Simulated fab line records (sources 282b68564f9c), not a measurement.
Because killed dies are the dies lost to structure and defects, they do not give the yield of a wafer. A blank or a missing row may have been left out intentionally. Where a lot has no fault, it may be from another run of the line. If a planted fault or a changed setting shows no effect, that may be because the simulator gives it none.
fab line records ; flow rit_cmos
record lots=6; wafers=18; last_day=6
route steps=202 shown CONTACT@172 M1@184
lots with no fault: from the same line, run without faults
start_h: the number of hours between the record's first day and the start of the first shown wafer of the lot ; wait_h: how many hours have passed since the lot's step before this one ; " identical to the entry in the row above ; L1.1+2: several wafers, shown together as one row ; - no value, or no start given ; * or withheld: withheld ; < > ~ a bound
route shown NAME@n: NAME is a module with steps in the file, n the number in the route of the first one ; usual: mean/standard deviation taken from wafers without a fault ; same: alike in all rows ; chamber/n: place in a boat ; sites: readings site by site ; _std_site: the standard deviation of these ; _edge_site: mean of outer sites minus mean of inner sites ; radius_mm: for every site, how far away it sits from the centre of the wafer ; mask NAME#n: copy n ; behind: the last tool/chamber to shape the wafer ; hold: the reason the lot was held/the length of the hold in hours/how it ended ; device: transistor that didn't switch, given as n, p or np ; end of line: the same wafers' tests at the end of the route ; a step given without rows: its recipe and nothing more ; killed: the dies lost at the first sort to structure and to defects; this is not the yield of the wafer ; map: per-die view of a wafer (x killed, . not killed, _ where there is no die)
set.NAME: the setting as run; set.NAME@STEP: as run at that earlier step ; model.NAME: the simulator's own value behind a step, which no gauge read
certain route steps with their lots: each step a table, each wafer a row
services: the hour from which a tool's chamber was out of use, counted from the record's first day as start_h (under 0 if before that day), plus the number of hours and why
## steps
# step RIT_CONTACT_SOFTBAKE_04
# recipe resist=NOVOLAK; temp_c=90; time_s=60
# step RIT_CONTACT_EXPOSE_05
# recipe mask_id=M11; na=0.6; source_shape=conventional; sigma_outer=0.5; target_cd_nm=1000; dose_mj=250
# step RIT_CONTACT_PEB_06
# recipe resist=NOVOLAK; temp_c=withheld; time_s=withheld
# step RIT_CONTACT_DEVELOP_07
# recipe resist=NOVOLAK; develop_time_s=120; dev_temp_c=23
# step RIT_CONTACT_CD_MEAS_08
# recipe target_cd_nm=1000
# usual cd_nm=999.7/2.1
lot.wafer;tool;chamber;start_h;wait_h;cd_nm
L179.3;cd_sem-02;-;53.62;-;994.4
L179.4;cd_sem-02;-;53.62;-;995.7
L179.5;cd_sem-02;-;53.62;-;995.5
L181.1;cd_sem-02;-;60.97;-;1002.8
L181.2;cd_sem-02;-;60.97;-;1000.8
L181.6;cd_sem-02;-;60.97;-;1002.2
L187.2;cd_sem-01;-;98.28;-;995.9
L187.4;cd_sem-01;-;98.28;-;996.9
L187.5;cd_sem-01;-;98.28;-;997.8
L189.1;cd_sem-01;-;106.36;-;1001.2
L189.3;cd_sem-01;-;106.36;-;998.4
L189.6;cd_sem-01;-;106.36;-;1001.4
L192.2;cd_sem-02;-;118.27;-;998.7
L192.3;cd_sem-02;-;118.27;-;1000.7
L192.4;cd_sem-02;-;118.27;-;999.0
L195.2;cd_sem-01;-;133.54;-;1000.6
L195.3;cd_sem-01;-;133.54;-;1000.6
L195.4;cd_sem-01;-;133.54;-;1000.4
# step RIT_CONTACT_OVL_MEAS_09
# usual CONTACT_OVL=-0.7/1.3
lot.wafer;tool;chamber;start_h;wait_h;CONTACT_OVL[nm]
L179.3;overlay-02;-;53.71;0.1;2.0
L179.4;overlay-02;-;53.71;0.1;-0.8
L179.5;overlay-02;-;53.71;0.1;1.3
L181.1;overlay-01;-;61.09;0.1;-1.7
L181.2;overlay-01;-;61.09;0.1;-0.8
L181.6;overlay-01;-;61.09;0.1;-1.4
L187.2;overlay-01;-;98.39;0.1;-0.5
L187.4;overlay-01;-;98.39;0.1;-0.3
L187.5;overlay-01;-;98.39;0.1;0.4
L189.1;overlay-01;-;106.48;0.1;-0.6
L189.3;overlay-01;-;106.48;0.1;-0.1
L189.6;overlay-01;-;106.48;0.1;-2.2
L192.2;overlay-02;-;118.38;0.1;1.7
L192.3;overlay-02;-;118.38;0.1;0.3
L192.4;overlay-02;-;118.38;0.1;0.6
L195.2;overlay-02;-;133.64;0.1;-0.7
L195.3;overlay-02;-;133.64;0.1;1.3
L195.4;overlay-02;-;133.64;0.1;-1.1
# step RIT_CONTACT_HARDBAKE_10
# recipe resist=NOVOLAK; temp_c=140; time_s=60
# step RIT_CONTACT_ETCH_11
# recipe target_depth_a=4800; over_etch_frac=0.2; stop_on=TiSi2; chemistry=CHF3/CF4/Ar; target=SiO2; CHF3_flow_sccm=50; cf4_flow_sccm=10; Ar_flow_sccm=100; O2_flow_sccm=5; pressure_mtorr=100; rf_w=200; time_s=320
# usual drypump_motor_current_A=5.8/0.37; oes_product_au=0.990/0.018; throttle_valve_pct=8.77/0.11
lot.wafer;tool;chamber;start_h;wait_h;drypump_motor_current_A;oes_product_au;rf_hours_counter_h;throttle_valve_pct
L179.3;rie_diel-02;1;53.89;0.1;5.8;0.966;8;8.95
L179.4;rie_diel-02;1;53.89;0.1;5.8;0.967;-;8.96
L179.5;rie_diel-02;0;53.89;0.1;5.5;0.984;-;8.89
L181.1;rie_diel-02;0;61.28;0.1;5.5;0.983;174;8.90
L181.2;rie_diel-02;2;61.28;0.1;6.0;0.985;142;8.80
L181.6;rie_diel-02;1;61.28;0.1;5.8;0.973;-;8.94
L187.2;rie_diel-04;0;98.57;0.1;5.5;0.984;97;8.85
L187.4;rie_diel-04;2;98.57;0.1;5.5;0.987;148;8.71
L187.5;rie_diel-04;0;98.57;0.1;5.4;0.991;-;8.84
L189.1;rie_diel-01;1;106.67;0.1;5.7;1.024;1;8.60
L189.3;rie_diel-01;0;106.67;0.1;5.5;1.016;6;8.58
L189.6;rie_diel-01;0;106.67;0.1;5.5;1.014;-;8.59
L192.2;rie_diel-02;0;118.56;0.1;5.5;1.016;1;8.89
L192.3;rie_diel-02;3;118.56;0.1;5.9;0.994;1;8.82
L192.4;rie_diel-02;1;118.56;0.1;5.8;0.972;10;8.95
L195.2;rie_diel-04;0;133.82;0.1;5.5;0.994;98;8.87
L195.3;rie_diel-04;2;133.82;0.1;5.5;0.986;149;8.71
L195.4;rie_diel-04;0;133.82;0.1;5.5;0.987;-;8.85
# step RIT_CONTACT_STRIP_12
# recipe chemistry=O2; time_s=180; resist=NOVOLAK; platen_temp_c=withheld; power_w=500; pressure_mtorr=4000; o2_flow_sccm=4000
# usual drypump_motor_current_A=5.4/0.47
lot.wafer;tool;chamber;start_h;wait_h;drypump_motor_current_A;rf_hours_counter_h
L179.3;plasma_asher-03;1;54.14;0.2;4.9;-
L179.4;plasma_asher-03;0;54.14;0.2;5.7;-
L179.5;plasma_asher-03;1;54.14;0.2;4.9;-
L181.1;plasma_asher-01;0;61.47;0.1;5.4;44
L181.2;plasma_asher-01;1;61.47;0.1;4.8;44
L181.6;plasma_asher-01;1;61.47;0.1;4.8;-
L187.2;plasma_asher-03;0;98.76;0.1;5.7;47
L187.4;plasma_asher-03;0;98.76;0.1;5.7;-
L187.5;plasma_asher-03;1;98.76;0.1;4.9;-
L189.1;plasma_asher-03;1;106.86;0.1;5.0;48
L189.3;plasma_asher-03;0;106.86;0.1;5.7;-
L189.6;plasma_asher-03;0;106.86;0.1;5.7;-
L192.2;plasma_asher-04;0;118.75;0.1;6.2;48
L192.3;plasma_asher-04;0;118.75;0.1;6.2;-
L192.4;plasma_asher-04;1;118.75;0.1;5.0;-
L195.2;plasma_asher-03;1;134.02;0.1;4.9;52
L195.3;plasma_asher-03;0;134.02;0.1;5.7;-
L195.4;plasma_asher-03;1;134.02;0.1;5.0;-
# step RIT_CONTACT_CD_MEAS_90
# recipe target_cd_nm=1000
# usual cd_nm=999.7/2
lot.wafer;tool;chamber;start_h;wait_h;cd_nm
L179.3;cd_sem-01;-;54.29;0.1;994.9
L179.4;cd_sem-01;-;54.29;0.1;994.9
L179.5;cd_sem-01;-;54.29;0.1;995.6
L181.1;cd_sem-02;-;61.65;0.1;1002.8
L181.2;cd_sem-02;-;61.65;0.1;1001.2
L181.6;cd_sem-02;-;61.65;0.1;1002.7
L187.2;cd_sem-02;-;98.96;0.1;996.1
L187.4;cd_sem-02;-;98.96;0.1;997.7
L187.5;cd_sem-02;-;98.96;0.1;997.6
L189.1;cd_sem-01;-;107.04;0.1;1001.3
L189.3;cd_sem-01;-;107.04;0.1;998.8
L189.6;cd_sem-01;-;107.04;0.1;1001.2
L192.2;cd_sem-01;-;118.95;0.1;998.8
L192.3;cd_sem-01;-;118.95;0.1;1001.2
L192.4;cd_sem-01;-;118.95;0.1;999.6
L195.2;cd_sem-01;-;134.21;0.1;1000.5
L195.3;cd_sem-01;-;134.21;0.1;1001.5
L195.4;cd_sem-01;-;134.21;0.1;999.9
# step RIT_CONTACT_CLEAN_13
# recipe chemistry=SC1; mix=3:3:50; time_s=600; temp_c=75
# step RIT_CONTACT_CLEAN_14
# recipe chemistry=SC2; mix=3:3:50; time_s=600; temp_c=75; dry=n2_spin
# step RIT_M1_SPUTTER_00
# recipe material=Al; target_thk_nm=400; power_w=2055; chamber_pressure_pa=0.4; gas=Ar; time_s=500; substrate_temp_c=25
# usual throttle_valve_pct=29.9/0.52
lot.wafer;tool;chamber;start_h;wait_h;throttle_valve_pct;model.Al_of_M1_SPUTTER_00.thk_nm
L179.3;pvd_sputter-03;-;54.72;0.0;29.5;417.1
L179.4;pvd_sputter-03;-;54.72;0.0;30.3;414.1
L179.5;pvd_sputter-03;-;54.72;0.0;30.3;412.5
L181.1;pvd_sputter-03;-;62.12;0.0;29.5;414.2
L181.2;pvd_sputter-03;-;62.12;0.0;30.2;413.5
L181.6;pvd_sputter-03;-;62.12;0.0;29.9;417
L187.2;pvd_sputter-03;-;99.41;0.0;29.7;555.1
L187.4;pvd_sputter-03;-;99.41;0.0;30.5;552.7
L187.5;pvd_sputter-03;-;99.41;0.0;29.5;554.2
L189.1;pvd_sputter-03;-;107.52;0.0;30.2;552
L189.3;pvd_sputter-03;-;107.52;0.0;29.8;553.5
L189.6;pvd_sputter-03;-;107.52;0.0;30.1;544.4
L192.2;pvd_sputter-04;-;119.43;0.0;30.2;407.3
L192.3;pvd_sputter-04;-;119.43;0.0;29.7;406.6
L192.4;pvd_sputter-04;-;119.43;0.0;28.7;411.2
L195.2;pvd_sputter-02;-;134.68;0.0;30.0;414.2
L195.3;pvd_sputter-02;-;134.68;0.0;30.0;413.6
L195.4;pvd_sputter-02;-;134.68;0.0;30.9;412.2
# step RIT_M1_RS_MEAS_01
# recipe thk_meas_gauge=four-point-probe; reads=Al_of_M1_SPUTTER_00
# usual M1_AL_RS=0.0712/0.00075
lot.wafer;tool;chamber;start_h;wait_h;M1_AL_RS[ohm/sq]
L179.3;film_metro-02;-;55.16;0.3;0.0701
L179.4;film_metro-02;-;55.16;0.3;0.0708
L179.5;film_metro-02;-;55.16;0.3;0.0712
L181.1;film_metro-02;-;62.41;0.1;0.0709
L181.2;film_metro-02;-;62.41;0.1;0.0709
L181.6;film_metro-02;-;62.41;0.1;0.0701
L187.2;film_metro-01;-;99.72;0.2;0.0526
L187.4;film_metro-01;-;99.72;0.2;0.0528
L187.5;film_metro-01;-;99.72;0.2;0.0526
L189.1;film_metro-01;-;107.82;0.1;0.0529
L189.3;film_metro-01;-;107.82;0.1;0.0527
L189.6;film_metro-01;-;107.82;0.1;0.0536
L192.2;film_metro-04;-;119.74;0.2;0.0722
L192.3;film_metro-04;-;119.74;0.2;0.0722
L192.4;film_metro-04;-;119.74;0.2;0.0715
L195.2;film_metro-02;-;134.99;0.2;0.0708
L195.3;film_metro-02;-;134.99;0.2;0.0710
L195.4;film_metro-02;-;134.99;0.2;0.0711
# step RIT_M1_THK_MEAS_02
# recipe thk_meas_gauge=xrf; reads=Al_of_M1_SPUTTER_00
# usual M1_AL_THK=416/4.2
lot.wafer;tool;chamber;start_h;wait_h;M1_AL_THK[nm]
L179.3;film_metro-02;-;55.26;0.1;420
L179.4;film_metro-02;-;55.26;0.1;416
L179.5;film_metro-02;-;55.26;0.1;411
L181.1;film_metro-02;-;62.53;0.1;417
L181.2;film_metro-02;-;62.53;0.1;414
L181.6;film_metro-02;-;62.53;0.1;420
L187.2;film_metro-01;-;99.83;0.1;564
L187.4;film_metro-01;-;99.83;0.1;563
L187.5;film_metro-01;-;99.83;0.1;570
L189.1;film_metro-01;-;107.94;0.1;561
L189.3;film_metro-01;-;107.94;0.1;563
L189.6;film_metro-01;-;107.94;0.1;553
L192.2;film_metro-04;-;119.85;0.1;410
L192.3;film_metro-04;-;119.85;0.1;412
L192.4;film_metro-04;-;119.85;0.1;416
L195.2;film_metro-02;-;135.10;0.1;418
L195.3;film_metro-02;-;135.10;0.1;416
L195.4;film_metro-02;-;135.10;0.1;414
# step RIT_M1_HMDS_03
# recipe prime_time_s=60; prime_temp_c=140
# step RIT_M1_COAT_04
# recipe resist=NOVOLAK; spin_rpm=2000; resist_thk_nm=1300
# step RIT_M1_SOFTBAKE_05
# recipe resist=NOVOLAK; temp_c=90; time_s=60
# step RIT_M1_EXPOSE_06
# recipe mask_id=M12; na=0.6; source_shape=conventional; sigma_outer=0.5; target_cd_nm=2600; dose_mj=250
# step RIT_M1_PEB_07
# recipe resist=NOVOLAK; temp_c=withheld; time_s=withheld
# step RIT_M1_DEVELOP_08
# recipe resist=NOVOLAK; develop_time_s=68; dev_temp_c=23.83
# step RIT_M1_CD_MEAS_09
# recipe target_cd_nm=2600
# usual cd_nm=2600.6/1.9
lot.wafer;tool;chamber;start_h;wait_h;cd_nm
L179.3;cd_sem-02;-;56.42;-;2602.1
L179.4;cd_sem-02;-;56.42;-;2603.0
L179.5;cd_sem-02;-;56.42;-;2603.1
L181.1;cd_sem-02;-;63.47;-;2599.1
L181.2;cd_sem-02;-;63.47;-;2600.4
L181.6;cd_sem-02;-;63.47;-;2600.4
L187.2;cd_sem-01;-;100.94;-;2601.1
L187.4;cd_sem-01;-;100.94;-;2599.8
L187.5;cd_sem-01;-;100.94;-;2599.9
L189.1;cd_sem-01;-;109.12;-;2596.2
L189.3;cd_sem-01;-;109.12;-;2595.8
L189.6;cd_sem-01;-;109.12;-;2595.9
L192.2;cd_sem-02;-;121.09;-;2599.5
L192.3;cd_sem-02;-;121.09;-;2600.4
L192.4;cd_sem-02;-;121.09;-;2597.9
L195.2;cd_sem-01;-;136.05;-;2598.0
L195.3;cd_sem-01;-;136.05;-;2598.2
L195.4;cd_sem-01;-;136.05;-;2598.0
# step RIT_M1_OVL_MEAS_10
# usual M1_OVL=-0.4/1.6
lot.wafer;tool;chamber;start_h;wait_h;M1_OVL[nm]
L179.3;overlay-02;-;56.51;0.1;2.7
L179.4;overlay-02;-;56.51;0.1;2.6
L179.5;overlay-02;-;56.51;0.1;2.1
L181.1;overlay-01;-;63.59;0.1;-1.3
L181.2;overlay-01;-;63.59;0.1;0.2
L181.6;overlay-01;-;63.59;0.1;1.5
L187.2;overlay-01;-;101.05;0.1;-0.5
L187.4;overlay-01;-;101.05;0.1;-1.4
L187.5;overlay-01;-;101.05;0.1;0.1
L189.1;overlay-02;-;109.24;0.1;1.5
L189.3;overlay-02;-;109.24;0.1;1.9
L189.6;overlay-02;-;109.24;0.1;1.3
L192.2;overlay-01;-;121.20;0.1;-0.4
L192.3;overlay-01;-;121.20;0.1;-0.6
L192.4;overlay-01;-;121.20;0.1;-0.7
L195.2;overlay-02;-;136.16;0.1;-0.2
L195.3;overlay-02;-;136.16;0.1;0.1
L195.4;overlay-02;-;136.16;0.1;-0.6
# step RIT_M1_HARDBAKE_11
# recipe resist=NOVOLAK; temp_c=140; time_s=120
# step RIT_M1_METAL_ETCH_12
# recipe stop_on=SiO2; chemistry=Cl2/BCl3; target=Al; time_s=165; over_etch_frac=0.5; pressure_mtorr=100; target_depth_a=6000; rf_w=250; Cl2_flow_sccm=60; bcl3_flow_sccm=50
# usual drypump_motor_current_A=5.5/0.3; oes_product_au=0.792/0.011; throttle_valve_pct=8.29/0.058
lot.wafer;tool;chamber;start_h;wait_h;drypump_motor_current_A;oes_product_au;rf_hours_counter_h;throttle_valve_pct
L179.3;rie_metal-01;1;56.97;0.2;5.9;0.782;-;8.23
L179.4;rie_metal-01;0;56.97;0.2;5.0;0.791;-;8.27
L179.5;rie_metal-01;1;56.97;0.2;5.9;0.784;-;8.23
L181.1;rie_metal-02;0;63.88;0.2;5.6;0.792;39;8.35
L181.2;rie_metal-02;1;63.88;0.2;5.7;0.788;34;8.32
L181.6;rie_metal-02;0;63.88;0.2;5.6;0.803;-;8.35
L187.2;rie_metal-02;0;101.33;0.2;5.6;0.966;39;8.35
L187.4;rie_metal-02;1;101.33;0.2;5.7;0.939;-;8.30
L187.5;rie_metal-02;0;101.33;0.2;5.6;0.956;-;8.32
L189.1;rie_metal-04;1;109.53;0.2;5.5;0.966;1;8.21
L189.3;rie_metal-04;0;109.53;0.2;5.7;0.964;-;8.38
L189.6;rie_metal-04;1;109.53;0.2;5.5;0.943;-;8.21
L192.2;rie_metal-04;1;121.48;0.2;5.5;0.805;1;8.24
L192.3;rie_metal-04;0;121.48;0.2;5.6;0.790;-;8.38
L192.4;rie_metal-04;1;121.48;0.2;5.5;0.801;-;8.23
L195.2;rie_metal-01;0;136.44;0.2;5.0;0.793;4;8.28
L195.3;rie_metal-01;1;136.44;0.2;5.9;0.778;-;8.25
L195.4;rie_metal-01;0;136.44;0.2;5.0;0.786;-;8.27
# step RIT_M1_STRIP_13
# recipe chemistry=nmp; resist=NOVOLAK; temp_c=80; time_s=600; dry=n2_spin
# step RIT_M1_PROBE_99
# usual defect_limited_yield=97.4/1.1; killed_at_contacts=0.1/0.27; killed_at_front_end=7/3; killed_dies=7.0/3; killed_on_rim=1.8/1.4; killed_open=3.5/2.1; killed_short=3.4/1.9
# same gross_dies=264; killed_at_M0_to_M3=0; killed_at_M4_up=0; killed_at_back_side=0; killed_at_other=0
lot.wafer;tool;chamber;start_h;wait_h;defect_limited_yield[%];killed_at_contacts;killed_at_front_end;killed_dies;killed_on_rim;killed_open;killed_short;model.etest.tester.sort_n_pass;model.etest.tester.sort_yield_pct;model.etest.m1_comb_over_steps.leak_log10_a_um;model.etest.ring.quiet_log10_a;model.etest.m1.rs_ohm_sq;model.etest.antenna_m1.vt_shift_v
L179.3;prober-02;-;62.64;0.2;97.0;1;7;8;2;2;6;256;96.97;-12.75;-7.835;0.07015;-0.00894
L179.4;prober-02;-;62.69;0.2;96.6;0;9;9;1;5;4;255;96.59;-12.81;-7.814;0.06969;-0.01177
L179.5;prober-02;-;62.74;0.2;97.7;0;6;6;2;5;1;258;97.73;-12.81;-7.82;0.07035;-0.01098
L181.1;prober-01;-;66.13;0.1;97.0;0;8;8;1;5;3;256;96.97;-12.83;-7.696;0.06973;-0.01194
L181.2;prober-01;-;66.18;0.1;97.0;0;8;8;1;3;5;256;96.97;-12.91;-7.731;0.07053;-0.01629
L181.6;prober-01;-;66.38;0.2;96.6;0;9;9;1;4;5;255;96.59;-12.85;-7.802;0.06936;-0.009418
L187.2;prober-01;-;103.72;0.1;97.7;0;6;6;3;4;2;0;0;-7.046;-4.958;0.05235;-0.005514
L187.4;prober-01;-;103.82;0.2;96.2;0;10;10;3;4;6;0;0;-7.303;-5.395;0.0525;-0.003944
L187.5;prober-01;-;103.87;0.2;98.5;0;4;4;1;3;1;0;0;-7.302;-5.262;0.05202;-0.006776
L189.1;prober-01;-;113.20;0.1;98.1;0;5;5;1;2;3;0;0;-6.94;-5.039;0.05247;-0.00703
L189.3;prober-01;-;113.30;0.2;96.2;0;10;10;4;5;5;0;0;-8.128;-6.087;0.05264;-0.00564
L189.6;prober-01;-;113.45;0.2;95.1;0;13;13;2;9;4;0;0;-7.253;-5.455;0.05315;-0.006322
L192.2;prober-02;-;123.78;0.1;97.0;0;8;8;3;6;2;256;96.97;-12.89;-7.809;0.0711;-0.009743
L192.3;prober-02;-;123.83;0.2;97.3;0;7;7;0;3;4;257;97.35;-12.84;-7.627;0.07156;-0.0109
L192.4;prober-02;-;123.88;0.2;97.3;0;7;7;3;6;1;257;97.35;-12.7;-7.734;0.07016;-0.009761
L195.2;prober-01;-;138.74;0.1;99.2;0;2;2;0;2;0;262;99.24;-12.79;-8.017;0.07027;-0.01233
L195.3;prober-01;-;138.79;0.2;98.9;0;3;3;0;0;3;261;98.86;-12.82;-8.022;0.06984;-0.0149
L195.4;prober-01;-;138.84;0.2;97.0;0;8;8;2;3;5;256;96.97;-12.88;-7.837;0.07032;-0.01241
# killed by level:class
L179.3 FOX1:geometric_particle:short=3 FOX1:geometric_particle:open=2 REOX:geometric_particle:short=1 SPACER:geometric_particle:short=1 CONTACT:geometric_particle:short=1
L179.4 REOX:geometric_particle:open=2 FOX1:geometric_particle:short=1 GATE:geometric_particle:open=1 GATE:geometric_particle:short=1 SPACER:geometric_particle:open=1 SPACER:geometric_particle:short=1 SILICIDE:geometric_particle:short=1 SILICIDE:geometric_particle:open=1
L179.5 REOX:geometric_particle:open=2 SPACER:geometric_particle:open=2 FOX2:geometric_particle:open=1 GATE:geometric_particle:short=1
L181.1 GATE:geometric_particle:open=3 SILICIDE:geometric_particle:short=2 FOX2:geometric_particle:open=1 REOX:geometric_particle:short=1 SILICIDE:geometric_particle:open=1
L181.2 GATE:geometric_particle:short=2 FOX1:geometric_particle:short=1 FOX2:geometric_particle:open=1 FOX2:geometric_particle:short=1 REOX:geometric_particle:open=1 SILICIDE:geometric_particle:short=1 SILICIDE:geometric_particle:open=1
L181.6 GATE:geometric_particle:open=3 FOX1:geometric_particle:short=2 GATE:geometric_particle:short=2 SILICIDE:geometric_particle:short=1 SILICIDE:geometric_particle:open=1
L187.2 GATE:geometric_particle:open=2 GATE:geometric_particle:short=1 REOX:geometric_particle:short=1 REOX:geometric_particle:open=1 SILICIDE:geometric_particle:open=1
L187.4 GATE:geometric_particle:short=5 GATE:geometric_particle:open=2 FOX1:geometric_particle:short=1 FOX1:geometric_particle:open=1 SPACER:geometric_particle:open=1
L187.5 GATE:geometric_particle:open=1 REOX:geometric_particle:short=1 REOX:geometric_particle:open=1 SPACER:geometric_particle:open=1
L189.1 REOX:geometric_particle:short=2 GATE:geometric_particle:open=1 REOX:geometric_particle:open=1 SILICIDE:geometric_particle:short=1
L189.3 SILICIDE:geometric_particle:short=3 SILICIDE:geometric_particle:open=3 GATE:geometric_particle:open=2 REOX:geometric_particle:short=1 SPACER:geometric_particle:short=1
L189.6 GATE:geometric_particle:open=5 SILICIDE:geometric_particle:open=2 FOX1:geometric_particle:short=1 FOX1:geometric_particle:open=1 GATE:geometric_particle:short=1 REOX:geometric_particle:short=1 REOX:geometric_particle:open=1 SPACER:geometric_particle:short=1
L192.2 GATE:geometric_particle:open=2 FOX1:geometric_particle:short=1 FOX2:geometric_particle:open=1 GATE:geometric_particle:short=1 REOX:geometric_particle:open=1 SPACER:geometric_particle:open=1 SILICIDE:geometric_particle:open=1
L192.3 SILICIDE:geometric_particle:short=2 FOX1:geometric_particle:short=1 REOX:geometric_particle:open=1 SPACER:geometric_particle:open=1 SPACER:geometric_particle:short=1 SILICIDE:geometric_particle:open=1
L192.4 SILICIDE:geometric_particle:open=2 FOX1:geometric_particle:open=1 FOX2:geometric_particle:open=1 GATE:geometric_particle:open=1 SPACER:geometric_particle:open=1 SPACER:geometric_particle:short=1
L195.2 SILICIDE:geometric_particle:open=2
L195.3 FOX1:geometric_particle:short=2 GATE:geometric_particle:short=1
L195.4 FOX1:geometric_particle:short=2 GATE:geometric_particle:short=2 FOX1:geometric_particle:open=1 FOX2:geometric_particle:open=1 GATE:geometric_particle:open=1 SPACER:geometric_particle:short=1
## services
tool;chamber;start_h;hours;kind
rie_diel-02;3;35.95;-;clean
rie_diel-02;3;35.95;26.1;scheduled_down
rie_diel-02;3;35.95;26.1;vent_cycle
rie_diel-04;-;38.59;0.4;repair
rie_metal-01;-;42.96;0.2;repair
rie_diel-02;1;44.88;4.7;repair
rie_metal-01;0;61.42;26.3;repair
rie_diel-02;0;62.04;-;clean
plasma_asher-03;-;63.43;0.4;repair
rie_diel-02;1;66.11;4.4;repair
rie_diel-04;2;71.65;5.1;repair
rie_diel-02;3;77.78;5.2;repair
rie_diel-04;3;86.38;5.6;repair
rie_metal-01;1;105.66;11.3;repair
plasma_asher-01;-;108.87;9.0;pm
rie_diel-04;3;109.74;5.1;repair
pvd_sputter-04;-;111.11;2.1;repair
plasma_asher-01;-;117.87;2.8;pm
plasma_asher-01;-;120.62;14.6;pm
rie_diel-02;0;130.28;9.4;repair
rie_diel-02;-;132.17;2.4;repair
rie_diel-01;3;133.35;11.7;repair
rie_metal-02;-;136.12;20.0;pm
rie_metal-04;-;136.19;4.0;pm
## key
first_sign step=RIT_M1_RS_MEAS_01; reading=M1_AL_RS; direction=down; sigmas=25; usual=0.0712; struck=0.0529
effect step=RIT_M1_THK_MEAS_02; reading=M1_AL_THK; direction=up; sigmas=35; usual=416; struck=562
effect step=RIT_M1_METAL_ETCH_12; reading=oes_product_au; direction=up; sigmas=15; usual=0.792; struck=0.955
model_effect step=RIT_M1_SPUTTER_00; value=Al_of_M1_SPUTTER_00.thk_nm; without=411.3; struck=552
model_effect step=RIT_M1_PROBE_99; value=etest.tester.sort_n_pass; without=256; struck=0
met_at RIT_M1_SPUTTER_00
struck_wafers L187.2,L187.4,L187.5,L189.1,L189.3,L189.6
onset_between 62.12 99.41
fault kind=process_parameter_drift; tool=pvd_sputter-03; chamber=-; onset_h=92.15; steps=RIT_M1_SPUTTER_00; channel=target_thk_nm; offset=136.95; shape=step; end_h=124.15; stated=400
